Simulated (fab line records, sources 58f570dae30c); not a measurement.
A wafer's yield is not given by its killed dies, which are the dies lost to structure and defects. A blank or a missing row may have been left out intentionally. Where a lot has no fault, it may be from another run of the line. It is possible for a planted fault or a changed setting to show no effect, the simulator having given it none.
fab line records	flow berkeleyCmos170
record lots=5	wafers=23
route steps=331 shown SILICIDE@211 M1@238 M2@272
startH: hours from the record's opening day to when the first of the lot's shown wafers began	waitH: time in hours since the lot's previous step	" the same as in the row above	L1.1+2: a single row standing in for several wafers	- no value present, or no start provided	* or withheld: withheld	< > ~ a bound
route shown NAME@n: names a module that has steps shown in the file, with the first one's number in the route	usual: mean/standard deviation taken from wafers without a fault	same: alike in all rows	chamber/n: place in a boat	sites: each site's reading	_std_site: their standard deviation	_edge_site: mean of outer sites minus mean of inner sites	radiusMm: for every site, how far away it sits from the centre of the wafer	mask NAME#n: copy n	behind: tool/chamber where the wafer was last shaped	hold: what put the lot on hold/how long, in hours/how the hold closed	device: the transistor (n, p or np) that didn't switch	end of line: tests run on the same wafers once the route is complete	a step without rows: its recipe alone	killed: at the first sort, the dies lost to defects and structure; wafer yield is something else	map: shows each die of a wafer: x if killed, . if not, _ if none is there
set.NAME: setting as actually run; set.NAME@STEP: the setting as run at that earlier step	model.NAME: the simulator's own value behind a step, which no gauge read
lots run with intentionally changed settings; tables by step, rows by wafer
## steps
# step UCB170_SILICIDE_SPUTTER_01
# recipe material=Ti	targetThkNm=30	timeS=25	powerW=1500	chamberPressurePa=0.5
lot.wafer	tool	chamber	startH	waitH	set.powerW	model.Ti_of_SILICIDE_SPUTTER_01.thkNm
L075.1	pvdSputter-01	-	188.98	0.0	1623	32.58
L075.3	"	-	"	"	1623	32.62
L075.4	"	-	"	"	1500	29.84
L075.5	"	-	"	"	1500	29.87
L075.6	"	-	"	"	1500	29.82
L078.4	pvdSputter-01	-	202.42	0.0	1500	29.07
L078.5	"	-	"	"	1500	29.21
L078.6	"	-	"	"	1500	29.22
L079.1+4	pvdSputter-03	-	202.83	0.0	1500	29.46
L079.3	"	-	"	"	1500	30.16
L079.5	"	-	"	"	1500	29.61
L079.6	"	-	"	"	1500	30.05
L080.1	pvdSputter-04	-	222.73	0.0	1500	29.61
L080.2	"	-	"	"	1500	29.89
L080.3	"	-	"	"	1619	31.83
L080.4	"	-	"	"	1500	29.73
L080.6	"	-	"	"	1619	31.76
L083.1	pvdSputter-01	-	231.81	0.0	1500	30.19
L083.2	"	-	"	"	1500	29.71
L083.3	"	-	"	"	1500	29.98
L083.4	"	-	"	"	1500	29.83
L083.5	"	-	"	"	1500	30.15
# step UCB170_SILICIDE_RS_MEAS_02
# recipe thkMeasGauge=four-point-probe	reads=Ti_of_SILICIDE_SPUTTER_01
# usual SILICIDE_TI_RS=26.4/0.46
lot.wafer	tool	chamber	startH	waitH	set.powerW@SILICIDE_SPUTTER_01	SILICIDE_TI_RS[ohm/sq]
L075.1	filmMetro-01	-	189.01	0.0	1623	23.6
L075.3	"	-	"	"	1623	23.7
L075.4	"	-	"	"	1500	26.3
L075.5	"	-	"	"	1500	26.2
L075.6	"	-	"	"	1500	26.3
L078.4	filmMetro-01	-	202.51	0.1	1500	27.1
L078.5	"	-	"	"	1500	26.9
L078.6	"	-	"	"	1500	26.9
L079.1	filmMetro-01	-	202.86	0.0	1500	26.6
L079.3	"	-	"	"	1500	25.9
L079.4	"	-	"	"	1500	26.6
L079.5	"	-	"	"	1500	26.5
L079.6	"	-	"	"	1500	26.1
L080.1	filmMetro-04	-	222.76	0.0	1500	26.5
L080.2	"	-	"	"	1500	26.2
L080.3	"	-	"	"	1619	24.4
L080.4	"	-	"	"	1500	26.3
L080.6	"	-	"	"	1619	24.5
L083.1	filmMetro-01	-	231.84	0.0	1500	25.9
L083.2	"	-	"	"	1500	26.4
L083.3	"	-	"	"	1500	26.1
L083.4	"	-	"	"	1500	26.3
L083.5	"	-	"	"	1500	25.9
# step UCB170_SILICIDE_THK_MEAS_03
# recipe thkMeasGauge=xrf	reads=Ti_of_SILICIDE_SPUTTER_01
# usual SILICIDE_TI_THK=30.1/0.46
lot.wafer	tool	chamber	startH	waitH	set.powerW@SILICIDE_SPUTTER_01	SILICIDE_TI_THK[nm]
L075.1	filmMetro-01	-	189.13	0.1	1623	33.1
L075.3	"	-	"	"	1623	33.2
L075.4	"	-	"	"	1500	30.3
L075.5	"	-	"	"	1500	30.4
L075.6	"	-	"	"	1500	30.3
L078.4	filmMetro-01	-	202.60	0.1	1500	29.6
L078.5	"	-	"	"	1500	29.6
L078.6	"	-	"	"	1500	29.6
L079.1	filmMetro-01	-	202.98	0.1	1500	29.8
L079.3	"	-	"	"	1500	30.7
L079.4	"	-	"	"	1500	29.9
L079.5	"	-	"	"	1500	30.1
L079.6	"	-	"	"	1500	30.7
L080.1	filmMetro-04	-	222.88	0.1	1500	29.6
L080.2	"	-	"	"	1500	30.0
L080.3	"	-	"	"	1619	32.1
L080.4	"	-	"	"	1500	29.9
L080.6	"	-	"	"	1619	31.9
L083.1	filmMetro-01	-	231.96	0.1	1500	30.6
L083.2	"	-	"	"	1500	30.2
L083.3	"	-	"	"	1500	30.3
L083.4	"	-	"	"	1500	30.3
L083.5	"	-	"	"	1500	30.6
# step UCB170_M1_SPUTTER_00
# recipe material=Al	targetThkNm=600	timeS=80	powerW=6000	chamberPressurePa=0.5
lot.wafer	tool	chamber	startH	waitH	set.powerW	model.Al_of_M1_SPUTTER_00.thkNm
L075.1	pvdSputter-04	-	198.53	0.0	6000	595.8
L075.3	"	-	"	"	6330	638.5
L075.4	"	-	"	"	6330	637
L075.5	"	-	"	"	6000	605.8
L075.6	"	-	"	"	6330	637.6
L078.4	pvdSputter-03	-	207.42	0.0	6000	601.1
L078.5	"	-	"	"	6000	601.9
L078.6	"	-	"	"	6000	596.5
L079.1	pvdSputter-04	-	209.12	0.0	6000	604.4
L079.3	"	-	"	"	6581	668.8
L079.4	"	-	"	"	6000	608.6
L079.5	"	-	"	"	6581	666.9
L079.6	"	-	"	"	6000	605
L080.1	pvdSputter-03	-	229.38	0.0	6000	592.6
L080.2	"	-	"	"	6000	606
L080.3	"	-	"	"	6000	601.9
L080.4	"	-	"	"	6000	602.9
L080.6	"	-	"	"	6000	602.8
L083.1	pvdSputter-04	-	238.75	0.0	6424	650.1
L083.2	"	-	"	"	6000	605.2
L083.3	"	-	"	"	6000	604.5
L083.4	"	-	"	"	6000	603.1
L083.5	"	-	"	"	6424	650.8
# step UCB170_M1_RS_MEAS_01
# recipe thkMeasGauge=four-point-probe	reads=Al_of_M1_SPUTTER_00
# usual M1_AL_RS=0.0486/0.00058
lot.wafer	tool	chamber	startH	waitH	set.powerW@M1_SPUTTER_00	M1_AL_RS[ohm/sq]
L075.1	filmMetro-03	-	198.59	0.0	6000	0.0490
L075.3	"	-	"	"	6330	0.0456
L075.4	"	-	"	"	6330	0.0457
L075.5	"	-	"	"	6000	0.0482
L075.6	"	-	"	"	6330	0.0458
L078.4	filmMetro-02	-	207.54	0.1	6000	0.0485
L078.5	"	-	"	"	6000	0.0484
L078.6	"	-	"	"	6000	0.0489
L079.1	filmMetro-01	-	209.18	0.0	6000	0.0481
L079.3	"	-	"	"	6581	0.0434
L079.4	"	-	"	"	6000	0.0477
L079.5	"	-	"	"	6581	0.0435
L079.6	"	-	"	"	6000	0.0481
L080.1	filmMetro-02	-	229.44	0.0	6000	0.0491
L080.2	"	-	"	"	6000	0.0481
L080.3	"	-	"	"	6000	0.0484
L080.4	"	-	"	"	6000	0.0484
L080.6	"	-	"	"	6000	0.0483
L083.1	filmMetro-03	-	238.81	0.0	6424	0.0448
L083.2	"	-	"	"	6000	0.0482
L083.3	"	-	"	"	6000	0.0484
L083.4	"	-	"	"	6000	0.0484
L083.5	"	-	"	"	6424	0.0448
# step UCB170_M1_THK_MEAS_02
# recipe thkMeasGauge=xrf	reads=Al_of_M1_SPUTTER_00
# usual M1_AL_THK=612/8.2
lot.wafer	tool	chamber	startH	waitH	set.powerW@M1_SPUTTER_00	M1_AL_THK[nm]
L075.1	filmMetro-03	-	198.71	0.1	6000	608
L075.3	"	-	"	"	6330	650
L075.4	"	-	"	"	6330	647
L075.5	"	-	"	"	6000	613
L075.6	"	-	"	"	6330	647
L078.4	filmMetro-02	-	207.63	0.1	6000	611
L078.5	"	-	"	"	6000	613
L078.6	"	-	"	"	6000	609
L079.1	filmMetro-01	-	209.30	0.1	6000	622
L079.3	"	-	"	"	6581	684
L079.4	"	-	"	"	6000	625
L079.5	"	-	"	"	6581	685
L079.6	"	-	"	"	6000	624
L080.1	filmMetro-02	-	229.56	0.1	6000	601
L080.2	"	-	"	"	6000	616
L080.3	"	-	"	"	6000	613
L080.4	"	-	"	"	6000	614
L080.6	"	-	"	"	6000	612
L083.1	filmMetro-03	-	238.93	0.1	6424	659
L083.2	"	-	"	"	6000	614
L083.3	"	-	"	"	6000	619
L083.4	"	-	"	"	6000	614
L083.5	"	-	"	"	6424	663
# step UCB170_M1_PEB_07
# recipe pebTempC=130	pebTimeS=withheld	resist=KrF
lot.wafer	tool	chamber	startH	waitH	set.pebTempC
L075.1+3+4+5+6	lithoTrack-02	0	199.34	0.1	130
L078.4+5+6	lithoTrack-04	0	208.68	0.1	130
L079.1+3+5	lithoTrack-01	0	209.94	0.1	126.2
L079.4+6	"	0	"	"	130
L080.1+6	lithoTrack-01	0	230.52	0.4	131.2
L080.2+3+4	"	0	"	"	130
L083.1+2+3	lithoTrack-01	0	240.04	0.2	130
L083.4+5	"	0	"	"	128.3
# step UCB170_M1_DEVELOP_08
# recipe developer=TMAH	developTimeS=45	resist=KrF	devTempC=21
# step UCB170_M1_CD_MEAS_09
# recipe targetCdNm=700
# usual cdNm=700.4/1.4
lot.wafer	tool	chamber	startH	waitH	set.pebTempC@M1_PEB_07	cdNm
L075.1	cdSem-02	-	199.62	-	130	701.0
L075.3	"	-	"	"	130	700.4
L075.4	"	-	"	"	130	699.9
L075.5	"	-	"	"	130	701.6
L075.6	"	-	"	"	130	702.0
L078.4	cdSem-02	-	208.94	-	130	700.4
L078.5	"	-	"	"	130	701.3
L078.6	"	-	"	"	130	700.5
L079.1	cdSem-01	-	210.22	-	126.2	729.4
L079.3	"	-	"	"	126.2	730.4
L079.4	"	-	"	"	130	701.4
L079.5	"	-	"	"	126.2	729.2
L079.6	"	-	"	"	130	701.9
L080.1	cdSem-02	-	230.79	-	131.2	693.9
L080.2	"	-	"	"	130	701.4
L080.3	"	-	"	"	130	700.5
L080.4	"	-	"	"	130	702.6
L080.6	"	-	"	"	131.2	695.5
L083.1	cdSem-01	-	240.32	-	130	700.8
L083.2	"	-	"	"	130	700.2
L083.3	"	-	"	"	130	700.9
L083.4	"	-	"	"	128.3	712.5
L083.5	"	-	"	"	128.3	712.5
# step UCB170_M1_ETCH_11
# recipe chemistry=N2/H2	targetDepthA=withheld	overetchA=withheld	target=BARC	timeS=withheld	sourceW=500	biasW=100	pressureMtorr=30	n2FlowSccm=100	h2FlowSccm=200
lot.wafer	tool	chamber	startH	waitH	set.pebTempC@M1_PEB_07	model.M1.cdNm
L075.1	rieDiel-02	3	199.77	0.0	130	700.6
L075.3+6	"	2,3	"	"	130	701.5
L075.4	"	0	"	"	130	700.9
L075.5	"	0	"	"	130	702.7
L078.4	rieDiel-03	1	209.03	0.0	130	700.7
L078.5	"	2	"	"	130	702.1
L078.6	"	3	"	"	130	701.9
L079.1	rieDiel-01	2	210.37	0.0	126.2	729.5
L079.3	"	0	"	"	126.2	730.2
L079.4	"	1	"	"	130	701.4
L079.5	"	1	"	"	126.2	728.8
L079.6	"	0	"	"	130	701.5
L080.1	rieDiel-03	3	230.95	0.0	131.2	694.2
L080.2	"	1	"	"	130	701.9
L080.3	"	0	"	"	130	699.6
L080.4	"	2	"	"	130	702.6
L080.6	"	3	"	"	131.2	695.5
L083.1	rieDiel-03	1	240.48	0.0	130	701.5
L083.2	"	0	"	"	130	699.8
L083.3	"	2	"	"	130	700.6
L083.4	"	3	"	"	128.3	712.4
L083.5	"	3	"	"	128.3	712.7
# step UCB170_M1_METAL_ETCH_12
# recipe chemistry=Cl2/BCl3	target=Al	stopOn=PSG	pressureMtorr=12	targetDepthA=7800	overEtchFrac=0.3	timeS=130	icpW=600	biasW=120	Cl2_flow_sccm=90	bcl3FlowSccm=45
# usual oesProductAu=0.855/0.015
lot.wafer	tool	chamber	startH	waitH	set.icpW	set.powerW@M1_SPUTTER_00	set.pebTempC@M1_PEB_07	oesProductAu	model.M1.cdNm	model.KrF_of_M1_COAT_04.thkNm
L075.1	rieMetal-01	0	199.81	-	600	6000	130	0.854	704.6	425.9
L075.3	"	0	"	"	600	6330	130	0.901	705.6	-
L075.4	"	1	"	"	600	6330	130	0.897	702.9	-
L075.5	"	1	"	"	662.6	6000	130	0.863	702.1	395.7
L075.6	"	0	"	"	662.6	6330	130	0.896	700.5	-
L078.4	rieMetal-01	1	209.12	-	600	6000	130	0.865	702	434.7
L078.5	"	0	"	"	600	6000	130	0.866	702.9	417.8
L078.6	"	1	"	"	600	6000	130	0.871	703.5	437.7
L079.1	rieMetal-04	1	210.41	-	600	6000	126.2	0.855	731.4	442.4
L079.3	"	0	"	"	600	6581	126.2	0.900	729.4	-
L079.4	"	1	"	"	600	6000	130	0.858	704.4	445.2
L079.5	"	1	"	"	600	6581	126.2	0.902	729.5	-
L079.6	"	0	"	"	600	6000	130	0.852	700.3	433.7
L080.1	rieMetal-01	0	230.99	-	540.9	6000	131.2	0.848	697.9	464.3
L080.2	"	1	"	"	600	6000	130	0.872	703	434.6
L080.3	"	0	"	"	600	6000	130	0.857	700.9	414.9
L080.4	"	1	"	"	540.9	6000	130	0.873	707.7	477.4
L080.6	"	1	"	"	540.9	6000	131.2	0.872	698.9	473.7
L083.1	rieMetal-01	1	240.52	-	600	6424	130	0.914	701.9	-
L083.2	"	0	"	"	600	6000	130	0.865	701.5	423.8
L083.3	"	0	"	"	657.1	6000	130	0.868	698.5	394.2
L083.4	"	1	"	"	657.1	6000	128.3	0.867	709.2	407.1
L083.5	"	0	"	"	600	6424	128.3	0.904	712.6	-
# step UCB170_M1_STRIP_13
# recipe chemistry=O2	powerW=400	pressureMtorr=3500	platenTempC=withheld	o2FlowSccm=400	overashFraction=0.5
# step UCB170_M1_CD_MEAS_90
# recipe targetCdNm=700
# usual cdNm=701.9/2.3
lot.wafer	tool	chamber	startH	waitH	set.pebTempC@M1_PEB_07	cdNm
L075.1	cdSem-01	-	200.07	0.1	130	704.8
L075.3	"	-	"	"	130	705.4
L075.4	"	-	"	"	130	703.0
L075.5	"	-	"	"	130	702.0
L075.6	"	-	"	"	130	700.9
L078.4	cdSem-01	-	209.37	0.1	130	702.1
L078.5	"	-	"	"	130	703.1
L078.6	"	-	"	"	130	703.2
L079.1	cdSem-01	-	210.65	0.1	126.2	731.8
L079.3	"	-	"	"	126.2	729.6
L079.4	"	-	"	"	130	704.3
L079.5	"	-	"	"	126.2	729.1
L079.6	"	-	"	"	130	700.3
L080.1	cdSem-02	-	231.22	0.1	131.2	697.7
L080.2	"	-	"	"	130	703.0
L080.3	"	-	"	"	130	701.2
L080.4	"	-	"	"	130	708.1
L080.6	"	-	"	"	131.2	698.8
L083.1	cdSem-02	-	240.75	0.1	130	701.6
L083.2	"	-	"	"	130	701.8
L083.3	"	-	"	"	130	698.6
L083.4	"	-	"	"	128.3	709.2
L083.5	"	-	"	"	128.3	712.4
# step UCB170_M2_SPUTTER_01
# recipe material=Al	targetThkNm=900	timeS=120	powerW=6000	chamberPressurePa=0.5
lot.wafer	tool	chamber	startH	waitH	set.powerW	model.Al_of_M2_SPUTTER_01.thkNm
L075.1	pvdSputter-02	-	204.15	0.0	6000	894.6
L075.3	"	-	"	"	5808	878
L075.4	"	-	"	"	5808	868
L075.5	"	-	"	"	6000	893.6
L075.6	"	-	"	"	6000	888.9
L078.4	pvdSputter-02	-	214.45	0.0	6000	911.2
L078.5	"	-	"	"	6000	902.3
L078.6	"	-	"	"	6000	896.9
L079.1	pvdSputter-01	-	216.07	0.0	6000	885.2
L079.3	"	-	"	"	6000	892.6
L079.4	"	-	"	"	6000	897
L079.5	"	-	"	"	6000	884.7
L079.6	"	-	"	"	6000	890
L080.1	pvdSputter-03	-	235.29	0.0	6000	896.8
L080.2	"	-	"	"	6000	887.7
L080.3	"	-	"	"	6000	899.7
L080.4	"	-	"	"	6491	975.5
L080.6	"	-	"	"	6491	972.1
L083.1	pvdSputter-01	-	246.19	0.0	5722	854.2
L083.2+3	"	-	"	"	6000	894.4
L083.4	"	-	"	"	5722	867.7
L083.5	"	-	"	"	5722	856.5
# step UCB170_M2_RS_MEAS_02
# recipe thkMeasGauge=four-point-probe	reads=Al_of_M2_SPUTTER_01
# usual M2_AL_RS=0.0322/0.00039
lot.wafer	tool	chamber	startH	waitH	set.powerW@M2_SPUTTER_01	M2_AL_RS[ohm/sq]
L075.1	filmMetro-01	-	204.23	0.0	6000	0.0323
L075.3	"	-	"	"	5808	0.0329
L075.4	"	-	"	"	5808	0.0334
L075.5	"	-	"	"	6000	0.0324
L075.6	"	-	"	"	6000	0.0325
L078.4	filmMetro-04	-	214.59	0.1	6000	0.0318
L078.5	"	-	"	"	6000	0.0322
L078.6	"	-	"	"	6000	0.0322
L079.1	filmMetro-04	-	216.15	0.0	6000	0.0328
L079.3	"	-	"	"	6000	0.0325
L079.4	"	-	"	"	6000	0.0323
L079.5	"	-	"	"	6000	0.0327
L079.6	"	-	"	"	6000	0.0325
L080.1	filmMetro-01	-	235.38	0.0	6000	0.0322
L080.2	"	-	"	"	6000	0.0326
L080.3	"	-	"	"	6000	0.0321
L080.4	"	-	"	"	6491	0.0296
L080.6	"	-	"	"	6491	0.0297
L083.1	filmMetro-02	-	246.27	0.0	5722	0.0339
L083.2	"	-	"	"	6000	0.0324
L083.3	"	-	"	"	6000	0.0323
L083.4	"	-	"	"	5722	0.0333
L083.5	"	-	"	"	5722	0.0338
# step UCB170_M2_THK_MEAS_03
# recipe thkMeasGauge=xrf	reads=Al_of_M2_SPUTTER_01
# usual M2_AL_THK=918/13
lot.wafer	tool	chamber	startH	waitH	set.powerW@M2_SPUTTER_01	M2_AL_THK[nm]
L075.1	filmMetro-01	-	204.35	0.1	6000	917
L075.3	"	-	"	"	5808	905
L075.4	"	-	"	"	5808	894
L075.5	"	-	"	"	6000	922
L075.6	"	-	"	"	6000	911
L078.4	filmMetro-04	-	214.68	0.1	6000	926
L078.5	"	-	"	"	6000	915
L078.6	"	-	"	"	6000	908
L079.1	filmMetro-04	-	216.27	0.1	6000	897
L079.3	"	-	"	"	6000	905
L079.4	"	-	"	"	6000	913
L079.5	"	-	"	"	6000	899
L079.6	"	-	"	"	6000	905
L080.1	filmMetro-01	-	235.50	0.1	6000	927
L080.2	"	-	"	"	6000	918
L080.3	"	-	"	"	6000	927
L080.4	"	-	"	"	6491	1007
L080.6	"	-	"	"	6491	1004
L083.1	filmMetro-02	-	246.39	0.1	5722	868
L083.2	"	-	"	"	6000	905
L083.3	"	-	"	"	6000	907
L083.4	"	-	"	"	5722	882
L083.5	"	-	"	"	5722	872
# step UCB170_M2_METAL_ETCH_18
# recipe chemistry=Cl2/BCl3	target=Al	stopOn=SiO2	pressureMtorr=12	targetDepthA=11700	overEtchFrac=0.3	timeS=195	icpW=600	biasW=120	Cl2_flow_sccm=90	bcl3FlowSccm=45
lot.wafer	tool	chamber	startH	waitH	set.timeS	set.powerW@M2_SPUTTER_01	model.KrF_of_M2_COAT_10.thkNm	model.M2.featureDepthNm	model.SiO2_of_V1_CVD_00.thkNm
L075.1	rieMetal-03	1	206.31	-	195	6000	215.5	950.3	939.9
L075.3	"	1	"	"	195	5808	211.3	933.8	938.7
L075.4	"	1	"	"	215.6	5808	138.8	930.8	932.5
L075.5	"	1	"	"	215.6	6000	142.8	956.5	931.1
L075.6	"	1	"	"	215.6	6000	140.2	951.7	932.6
L078.4	rieMetal-04	0	217.88	-	195	6000	203.1	968.2	936.5
L078.5	"	1	"	"	195	6000	221	958.1	939.4
L078.6	"	0	"	"	195	6000	206.3	953.8	937.1
L079.1	rieMetal-03	1	221.26	-	195	6000	216.3	940.7	940.9
L079.3	"	1	"	"	195	6000	216.7	947.9	940.2
L079.4	"	1	"	"	195	6000	211.6	952.6	940.4
L079.5	"	1	"	"	195	6000	212.7	940.3	941.3
L079.6	"	1	"	"	195	6000	215.1	945.7	940.1
L080.1	rieMetal-03	0	237.67	-	213.8	6000	151.9	959.9	932.5
L080.2	"	1	"	"	213.8	6000	150.9	949.8	933.3
L080.3	"	0	"	"	195	6000	210.4	956.3	938.6
L080.4+6	"	1	"	"	195	6491	-	-	-
L083.1	rieMetal-04	0	250.69	-	195	5722	211.4	910.8	937.4
L083.2	"	1	"	"	222.7	6000	134.8	959.3	929.2
L083.3	"	0	"	"	195	6000	204.4	951.4	936.7
L083.4	"	1	"	"	222.7	5722	131	932.5	928.4
L083.5	"	1	"	"	222.7	5722	128.9	921.4	929.7
# step UCB170_M2_STRIP_19
# recipe chemistry=O2	powerW=400	pressureMtorr=3500	platenTempC=withheld	o2FlowSccm=400	overashFraction=0.5
# usual oesProductAu=0.546/0.0095
lot.wafer	tool	chamber	startH	waitH	set.timeS@M2_METAL_ETCH_18	oesProductAu
L075.1	plasmaAsher-01	0	206.69	0.3	195	0.531
L075.3	"	0	"	"	195	0.547
L075.4	"	1	"	"	215.6	0.467
L075.5	"	0	"	"	215.6	0.465
L075.6	"	1	"	"	215.6	0.463
L078.4	plasmaAsher-04	1	218.04	0.1	195	0.533
L078.5	"	0	"	"	195	0.558
L078.6	"	1	"	"	195	0.539
L079.1	plasmaAsher-04	0	221.63	0.3	195	0.543
L079.3	"	0	"	"	195	0.548
L079.4	"	1	"	"	195	0.543
L079.5	"	1	"	"	195	0.546
L079.6	"	0	"	"	195	0.545
L080.1	plasmaAsher-04	0	237.86	0.1	213.8	0.482
L080.2	"	1	"	"	213.8	0.483
L080.3	"	0	"	"	195	0.542
L080.4	"	1	"	"	195	0.546
L080.6	"	1	"	"	195	0.548
L083.1	plasmaAsher-04	1	250.88	0.1	195	0.537
L083.2	"	0	"	"	222.7	0.459
L083.3	"	1	"	"	195	0.537
L083.4	"	0	"	"	222.7	0.462
L083.5	"	0	"	"	222.7	0.454
## key
split step=UCB170_SILICIDE_SPUTTER_01	setting=powerW	stated=1500	by=wafer
response step=UCB170_SILICIDE_SPUTTER_01	reading=model.Ti_of_SILICIDE_SPUTTER_01.thkNm	change=+0.299	per=1%	r=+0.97
response step=UCB170_SILICIDE_RS_MEAS_02	reading=SILICIDE_TI_RS	change=-0.284	per=1%	r=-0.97
response step=UCB170_SILICIDE_THK_MEAS_03	reading=SILICIDE_TI_THK	change=+0.31	per=1%	r=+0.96
split step=UCB170_M1_SPUTTER_00	setting=powerW	stated=6000	by=wafer
response step=UCB170_M1_SPUTTER_00	reading=model.Al_of_M1_SPUTTER_00.thkNm	change=+6.49	per=1%	r=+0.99
response step=UCB170_M1_RS_MEAS_01	reading=M1_AL_RS	change=-0.000486	per=1%	r=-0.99
response step=UCB170_M1_THK_MEAS_02	reading=M1_AL_THK	change=+6.41	per=1%	r=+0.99
response step=UCB170_M1_METAL_ETCH_12	reading=oesProductAu	change=+0.00552	per=1%	r=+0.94
split step=UCB170_M1_PEB_07	setting=pebTempC	stated=130	by=wafer
response step=UCB170_M1_CD_MEAS_09	reading=cdNm	change=-9.33	per=1%	r=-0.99
response step=UCB170_M1_ETCH_11	reading=model.M1.cdNm	change=-9.33	per=1%	r=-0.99
response step=UCB170_M1_METAL_ETCH_12	reading=model.M1.cdNm	change=-8.97	per=1%	r=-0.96
response step=UCB170_M1_CD_MEAS_90	reading=cdNm	change=-9.03	per=1%	r=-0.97
split step=UCB170_M1_METAL_ETCH_12	setting=icpW	stated=600	by=wafer
response step=UCB170_M1_METAL_ETCH_12	reading=model.KrF_of_M1_COAT_04.thkNm	change=-3.72	per=1%	r=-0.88
split step=UCB170_M2_SPUTTER_01	setting=powerW	stated=6000	by=wafer
response step=UCB170_M2_SPUTTER_01	reading=model.Al_of_M2_SPUTTER_01.thkNm	change=+8.83	per=1%	r=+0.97
response step=UCB170_M2_RS_MEAS_02	reading=M2_AL_RS	change=-0.000304	per=1%	r=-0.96
response step=UCB170_M2_THK_MEAS_03	reading=M2_AL_THK	change=+8.8	per=1%	r=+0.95
response step=UCB170_M2_METAL_ETCH_18	reading=model.M2.featureDepthNm	change=+7	per=1%	r=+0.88
split step=UCB170_M2_METAL_ETCH_18	setting=timeS	stated=195	by=wafer
response step=UCB170_M2_METAL_ETCH_18	reading=model.KrF_of_M2_COAT_10.thkNm	change=-5.94	per=1%	r=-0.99
response step=UCB170_M2_METAL_ETCH_18	reading=model.SiO2_of_V1_CVD_00.thkNm	change=-0.603	per=1%	r=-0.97
response step=UCB170_M2_STRIP_19	reading=oesProductAu	change=-0.00614	per=1%	r=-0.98
